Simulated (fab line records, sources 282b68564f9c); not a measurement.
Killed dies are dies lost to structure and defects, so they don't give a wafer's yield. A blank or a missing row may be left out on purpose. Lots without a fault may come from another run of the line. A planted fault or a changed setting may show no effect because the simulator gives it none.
A struck lot beside a sound one | flow rit_cmos | 23 steps out of a route of 202
Sound: wafers L653.1, L653.4, L653.6. Struck: wafers L663.3, L663.4, L663.6. The cause comes at the end.
At each step with rows: each side's tool, then ch and its chambers, then its first start. Under that, the readings that differ: sound wafers | struck wafers | difference of the means | sigmas: that difference in standard deviations of wafers without a fault.
alike: readings whose means differ by less than 2 such deviations, and words and numbers that are the same on both sides. not compared: withheld readings, readings that some wafer has no value for, bounds like >300 that may hide the same value, and numbers for which the record gives no deviation and whose values overlap.
The two part at a step that has a row with sigmas, a row that says differs or no value, or rows on one side only. Numbers that don't overlap but have no deviation are shown without sigmas and don't part them. A reading that every wafer of one side lacks parts them only if that side has two wafers or more.

first, 5 steps without rows for these wafers: RIT_GATE_WET_ETCH_00 (etches SiO2 in BOE, target depth 56 nm, time 60 s); RIT_GATE_CLEAN_01 (cleans in SC1, time 600 s); RIT_GATE_CLEAN_02 (cleans in dHF, time 30 s); RIT_GATE_CLEAN_03 (cleans in SC2, time 600 s); RIT_GATE_CLEAN_04 (cleans in dHF, time 60 s).
RIT_FOX2_THK_MEAS_91:
  sound on film_metro-01, day 3 01:52; struck on film_metro-03, day 5 02:59
  alike: FIELD_OXIDE_LEFT_2_THK
then, 2 steps without rows for these wafers: RIT_GATE_OXIDATION_05 (target thk 3 nm, ox time 276.9 s); RIT_GATE_ANNEAL_06 (time 600 s).
RIT_GATE_THK_MEAS_07:
  sound on film_metro-01, day 3 04:44; struck on film_metro-04, day 5 04:23
  alike: GATE_OXIDE_THK
then, 1 step without rows for these wafers: RIT_GATE_CVD_08 (deposits poly-Si from SiH4, target thk 250 nm, time 2220 s).
RIT_GATE_THK_MEAS_09:
  sound on film_metro-03, day 3 06:25; struck on film_metro-03, day 5 06:03
  alike: GATE_POLY_THK
then, 1 step without rows for these wafers: RIT_GATE_HMDS_10 (prime time 60 s).
RIT_GATE_COAT_11: resist thk 850 nm.
  sound on litho_track-03 ch 0, day 3 06:41; struck on litho_track-01 ch 0, day 5 06:17
  reading                                   | sound           | struck          | difference | sigmas
  exhaust_pa (Pa)                           | 44.6 44.3 43.0  | 45.6 45.1 46.7  | +1.8       | +2
  spin_speed_rpm (rpm)                      | 4256 4247 4251  | 4139 4139 4141  | -112       | -35
  model.NOVOLAK_of_GATE_COAT_11.thk_nm (nm) | 847 848.2 848.4 | 863.5 865 864.8 | +16.6      |
then, 4 steps without rows for these wafers: RIT_GATE_SOFTBAKE_12 (time 60 s); RIT_GATE_EXPOSE_13 (exposes mask M6, target cd 150 nm); RIT_GATE_PEB_14; RIT_GATE_DEVELOP_15 (develop time 50 s).
RIT_GATE_CD_MEAS_16: target cd 150 nm.
  sound on cd_sem-01, day 3 07:31; struck on cd_sem-02, day 5 07:01
  alike: cd_nm
RIT_GATE_OVL_MEAS_17:
  sound on overlay-02, day 3 07:38; struck on overlay-01, day 5 07:07
  alike: GATE_OVL
then, 1 step without rows for these wafers: RIT_GATE_HARDBAKE_18 (time 60 s).
RIT_GATE_ETCH_19: etches poly-Si in SF6/CHF3/O2, stops on SiO2, time 165 s, target depth 312.5 nm.
  sound on rie_si-02 ch 1,3, day 3 07:49; struck on rie_si-01 ch 2,3, day 5 07:17
  reading                                   | sound             | struck            | difference | sigmas
  model.NOVOLAK_of_GATE_COAT_11.thk_nm (nm) | 660.9 666.5 661.9 | 684.9 684.9 685.4 | +22.0      |
  alike: drypump_motor_current_A, oes_product_au, throttle_valve_pct
  not compared: rf_hours_counter_h
RIT_GATE_STRIP_20: strips in O2, time 180 s.
  sound on plasma_asher-01 ch 0,1, day 3 07:56; struck on plasma_asher-01 ch 0,1, day 5 07:28
  alike: drypump_motor_current_A
  not compared: rf_hours_counter_h
RIT_M1_PROBE_99:
  the record has rows for the sound wafers here (prober-01, day 4 03:54) and none for the struck ones

WHERE THEY PART
First at RIT_GATE_COAT_11; last, within this record, at RIT_M1_PROBE_99.

WHY: what the simulator had put in
Process parameter drift: litho_track-01, from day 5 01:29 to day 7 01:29, at RIT_GATE_COAT_11. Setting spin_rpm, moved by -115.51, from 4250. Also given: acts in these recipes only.
